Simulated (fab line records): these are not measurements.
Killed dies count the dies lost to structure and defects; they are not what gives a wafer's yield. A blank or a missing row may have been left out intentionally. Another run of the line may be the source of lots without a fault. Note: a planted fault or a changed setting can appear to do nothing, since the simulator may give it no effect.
What tool caused it? ; flow berkeleyCmos170 ; Sampling: 6 lots, 18 wafers, 2 of 331 route steps

== WHAT EACH GAUGE READ, for each wafer ==
UCB170_NLDD_OVL_MEAS_07.
lot;measured;on;NLDD_OVL (nm)
L431;day 6 18:01;overlay-01;2 -1 3
L433;day 6 20:59;overlay-01;-2 -11 -3
L441;day 8 10:59;overlay-02;258 256 257 257 254 256
L443;day 8 23:59;overlay-01;-4 5 0
L450;day 10 04:32;overlay-01;-7 0 4
L453;day 10 18:21;overlay-02;8 9 7

== WHICH TOOL RAN EACH LOT (tool, then ch and the chambers of the sampled wafers, then the start) ==
lot;UCB170_NLDD_EXPOSE_03
L431;krfScanner-01 ch 0, day 6 17:14
L433;krfScanner-02 ch 0, day 6 20:19
L441;krfScanner-01 ch 0, day 8 10:28
L443;krfScanner-02 ch 0, day 8 23:17
L450;krfScanner-02 ch 0, day 10 03:16
L453;krfScanner-02 ch 0, day 10 17:36
- UCB170_NLDD_EXPOSE_03: exposes mask NSELECT, target cd 1200 nm.

== THE ANSWER, worked out from the rows above alone ==
Rule: what is usual is taken from the lots themselves. The widest of any qualifying gaps counts: lots, ordered by their means at a reading, are off when they make up no more than a third of the lots, leave a main group of 4 or more, and stand apart from it by 3 or more times the standard deviation of that group's means. A main group is skipped when, at the precision printed for the reading in the tables above, its means are all equal. Also off: a lot with no number at a reading for which 4 or more lots have one. Where the step has rows for the other lots, those lots are counted as sound.
Off: L441, seen at UCB170_NLDD_OVL_MEAS_07 (NLDD_OVL). The main group: mean 1 nm, standard deviation 4.3.
A tool fits if, at a process step before that reading, it ran every lot that is off, and no sound lot after the first of them. The gauges at UCB170_NLDD_OVL_MEAS_07 are tried like those tools. One candidate fits, namely krfScanner-01 at UCB170_NLDD_EXPOSE_03. A fault onset in the window from L431 (day 6 17:14, its last sound lot) to L441 (day 8 10:28, its first lot off) fits.

== WHAT HAD BEEN PUT IN BY THE SIMULATOR ==
Scanner matching overlay: krfScanner-01, from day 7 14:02 on, at UCB170_NLDD_EXPOSE_03. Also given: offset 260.
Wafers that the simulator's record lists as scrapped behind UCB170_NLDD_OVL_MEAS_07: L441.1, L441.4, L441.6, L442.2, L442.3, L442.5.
Lots struck among those shown: L441. The rule above found the same.
